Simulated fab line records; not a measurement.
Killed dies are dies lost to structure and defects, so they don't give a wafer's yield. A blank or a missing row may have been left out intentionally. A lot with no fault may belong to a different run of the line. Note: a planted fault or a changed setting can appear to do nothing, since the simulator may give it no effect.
Which tool was responsible? ; flow rit_cmos ; 14 lots with 42 wafers sampled at 3 steps, on a route of 202 steps

== WHAT THE GAUGES SHOWED, per wafer ==
RIT_NWELL_TW_MEAS_10.
lot;measured;on;NWELL_TW
L549;day 1 21:52;film_metro-04;2145 2148 2159
L550;day 2 02:00;film_metro-01;2154 2170 2162
L551;day 2 07:52;film_metro-04;2144 2146 2135
L552;day 2 12:37;film_metro-03;2102 2090 2107
L553;day 2 19:37;film_metro-01;2157 2153 2162
L554;day 2 22:01;film_metro-04;2144 2138 2134
L555;day 3 04:12;film_metro-03;1769 1773 1774
L558;day 3 20:33;film_metro-03;1768 1773 1773
L564;day 5 01:46;film_metro-04;2162 2144 2133
L567;day 5 20:39;film_metro-04;2138 2153 2140
L569;day 6 02:39;film_metro-01;2155 2152 2140
L570;day 6 12:39;film_metro-04;2149 2162 2157
L571;day 6 16:11;film_metro-03;2096 2092 2085
L572;day 7 01:02;film_metro-03;2098 2102 2105

RIT_WELLDRIVE_RS_MEAS_01: the measuring method here is four-point-probe.
lot;measured;on;NWELL_RS (ohm/sq)
L549;day 2 04:55;film_metro-03;276.0 275.9 275.2
L550;day 2 08:50;film_metro-03;275.8 275.6 275.6
L551;day 2 14:37;film_metro-04;274.9 276.0 275.0
L552;day 2 19:32;film_metro-04;275.4 274.5 274.8
L553;day 3 02:33;film_metro-03;275.3 275.2 275.8
L554;day 3 04:50;film_metro-03;274.5 274.6 274.8
L555;day 3 11:14;film_metro-01;387.5 387.1 387.2
L558;day 4 03:34;film_metro-03;387.3 387.4 388.2
L564;day 5 09:48;film_metro-03;275.3 274.6 274.6
L567;day 6 03:44;film_metro-04;276.4 275.8 276.6
L569;day 6 10:09;film_metro-04;275.5 276.7 275.8
L570;day 6 20:31;film_metro-03;275.9 274.8 275.3
L571;day 7 01:36;film_metro-01;275.0 275.4 276.1
L572;day 7 09:10;film_metro-01;276.3 275.5 275.2

== EACH LOT AND THE TOOL THAT RAN IT (in order: tool; ch and the chambers of the sampled wafers; start) ==
lot;RIT_NWELL_IMPLANT_08
L549;implanter-01 ch 0, day 1 21:34
L550;implanter-04 ch 0, day 2 01:41
L551;implanter-04 ch 0, day 2 07:33
L552;implanter-01 ch 0, day 2 12:18
L553;implanter-02 ch 0, day 2 19:17
L554;implanter-02 ch 0, day 2 21:41
L555;implanter-02 ch 0, day 3 03:53
L558;implanter-02 ch 0, day 3 20:14
L564;implanter-04 ch 0, day 5 01:26
L567;implanter-04 ch 0, day 5 20:20
L569;implanter-01 ch 0, day 6 02:20
L570;implanter-04 ch 0, day 6 12:19
L571;implanter-02 ch 0, day 6 15:52
L572;implanter-01 ch 0, day 7 00:43
- RIT_NWELL_IMPLANT_08

== AS READ BY THE TOOLS THEMSELVES (means over the sampled wafers that have a number; for cases with no such wafer, the mark the record gives instead) ==
RIT_NWELL_IMPLANT_08.
lot;tool;dose_ions_cm2;faraday_current_uA
L549;implanter-01;5.000e+13;158
L550;implanter-04;4.996e+13;158
L551;implanter-04;4.996e+13;155
L552;implanter-01;4.998e+13;158
L553;implanter-02;5.013e+13;160
L554;implanter-02;5.003e+13;160
L555;implanter-02;2.892e+13;91
L558;implanter-02;2.889e+13;92
L564;implanter-04;5.002e+13;162
L567;implanter-04;4.995e+13;160
L569;implanter-01;4.998e+13;158
L570;implanter-04;5.003e+13;158
L571;implanter-02;4.995e+13;157
L572;implanter-01;5.002e+13;162

== THE ANSWER, worked out from the rows above alone ==
Rule: the lots themselves supply what counts as usual. The widest of any qualifying gaps counts: lots, ordered by their means at a reading, are off when they make up no more than a third of the lots, leave a main group of 4 or more, and stand apart from it by 3 or more times the standard deviation of that group's means. Not used: any main group whose means are identical at the precision the tables above print for the reading. Also off: a lot with no number at a reading for which 4 or more lots have one. The other lots that the step has rows for count as sound. First the gauges in route order, then the tools' own readings, where a lot's mean is used as printed above. The first step at which some lot is off is used, and at that step the reading that is off furthest; a lot without a number counts as furthest.
Off: L555, L558, seen at RIT_NWELL_TW_MEAS_10 (NWELL_TW). The main group: mean 2136, standard deviation 24.
If a tool, at a process step before that reading, ran all the lots that are off and no sound lot after the first of them, it fits. The gauges at RIT_NWELL_TW_MEAS_10 aren't tried: what is off there is off at RIT_NWELL_IMPLANT_08 too, on other tools, and a gauge's error can't cause that. Not one of the candidates tried fits.

== WHAT HAD BEEN PUT IN BY THE SIMULATOR ==
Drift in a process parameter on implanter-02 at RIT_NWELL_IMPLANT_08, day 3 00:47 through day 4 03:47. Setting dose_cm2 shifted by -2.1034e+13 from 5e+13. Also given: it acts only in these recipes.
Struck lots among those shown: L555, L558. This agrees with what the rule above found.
